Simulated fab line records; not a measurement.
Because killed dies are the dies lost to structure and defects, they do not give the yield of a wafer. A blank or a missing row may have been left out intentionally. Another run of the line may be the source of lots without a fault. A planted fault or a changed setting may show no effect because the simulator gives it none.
Split-lot trial ; flow berkeleyCmos170 ; route with 331 steps; 5 lots, 23 wafers read

THE SPLIT ITSELF
At UCB170_SILICIDE_SPUTTER_01 (material Ti, target thk 30 nm, time 25 s), the setting timeS was moved away from the recipe's 25 s on 11 of the 23 wafers read, by -11.0% to +7.9%. This setting was run at the recipe's value on the other wafers.

THE PATH FROM SPLIT TO READING: the file shows 1 step between them
- UCB170_SILICIDE_RS_MEAS_02: measures by four-point-probe

THE READING
SILICIDE_TI_THK, in nm, at UCB170_SILICIDE_THK_MEAS_03 (measures by xrf). A value of 29.6 nm with a standard deviation of 0.48 nm is what fault-free wafers of this fab line usually give.

wafer;tool, chamber at the split;timeS as run, s;against the recipe;SILICIDE_TI_THK, nm;against lot-mates on the recipe
L074.1;pvdSputter-04, -;26.75;+7.0%;32.5;+2.5
L074.2;pvdSputter-04, -;26.75;+7.0%;31.3;+1.3
L074.4;pvdSputter-04, -;25;recipe;29.7;-
L074.5;pvdSputter-04, -;26.75;+7.0%;31.5;+1.5
L074.6;pvdSputter-04, -;25;recipe;30.3;-
L075.1;pvdSputter-02, -;25;recipe;29.1;-
L075.3;pvdSputter-02, -;25;recipe;29.6;-
L075.4;pvdSputter-02, -;22.86;-8.6%;26.7;-2.7
L075.5;pvdSputter-02, -;25;recipe;29.6;-
L075.6;pvdSputter-02, -;22.86;-8.6%;26.8;-2.6
L079.1;pvdSputter-02, -;22.26;-11.0%;26.6;-3.1
L079.2;pvdSputter-02, -;25;recipe;29.9;-
L079.3;pvdSputter-02, -;22.26;-11.0%;26.2;-3.5
L079.4;pvdSputter-02, -;25;recipe;29.5;-
L079.5;pvdSputter-02, -;22.26;-11.0%;26.4;-3.3
L078.1;pvdSputter-04, -;25;recipe;29.7;-
L078.4;pvdSputter-04, -;25;recipe;29.4;-
L078.5;pvdSputter-04, -;25;recipe;30.2;-
L082.1;pvdSputter-02, -;26.97;+7.9%;32.3;+2.7
L082.2;pvdSputter-02, -;26.97;+7.9%;31.4;+1.8
L082.4;pvdSputter-02, -;25;recipe;29.8;-
L082.5;pvdSputter-02, -;25;recipe;29.4;-
L082.6;pvdSputter-02, -;26.97;+7.9%;32.4;+2.8

THE FIT
A straight line over all 23 wafers: SILICIDE_TI_THK changes by +0.306 nm for each +1% of timeS; r = +0.98; the points scatter about the line by 0.38 nm.
The same after taking each lot's own level away (the mean of its wafers on the recipe; 23 wafers): +0.296 nm for each +1%; r = +0.98; scatter 0.36 nm.
On that fit, the largest move of timeS shifts the reading by 3.2 nm.
Measured against the standard deviation above, the lots' own levels, which go from 29.43 to 30.00 nm, span 1.2 times it.
The two slopes agree, so the slope changes little with the lot-to-lot level.
Check: with one of the wafers moved furthest among these (-11.0%) left out of the fit, the line predicts -3.34 nm for it against its lot-mates. It came out at -3.1 nm against them.

THESE WAFERS: OTHER SPLITS
Before the reading, these wafers also passed through other splits. Each is held against what the fit with the lots' levels taken away leaves over:
other split on the same wafers;wafers away from the commonest value;r with SILICIDE_TI_THK (lot level and that fit taken away)
UCB170_SPACER_CVD_00 timeS;6;-0.12
UCB170_PSD_IMPLANT_08 doseCm2;11;-0.19
UCB170_NSD_COAT_01 resistThkNm;10;+0.04
UCB170_BACKSIDE_SOFTBAKE_02 timeS;7;-0.33

THE WHOLE CHAIN: every reading that the file lists as answering this split, in the file's order
step;what it does;reading;change (the file's fit);r (the file's)
UCB170_SILICIDE_SPUTTER_01;material Ti, target thk 30 nm, time 25 s;Ti_of_SILICIDE_SPUTTER_01.thkNm (the simulator's own value, which no gauge read);+0.303 nm for each +1% of the setting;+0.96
UCB170_SILICIDE_RS_MEAS_02;measures by four-point-probe;SILICIDE_TI_RS;-0.322 for each +1% of the setting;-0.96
UCB170_SILICIDE_THK_MEAS_03;measures by xrf;SILICIDE_TI_THK;+0.297 for each +1% of the setting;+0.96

FILE'S OWN FIT
SILICIDE_TI_THK changes by +0.297 nm for each +1% of timeS, r = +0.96.
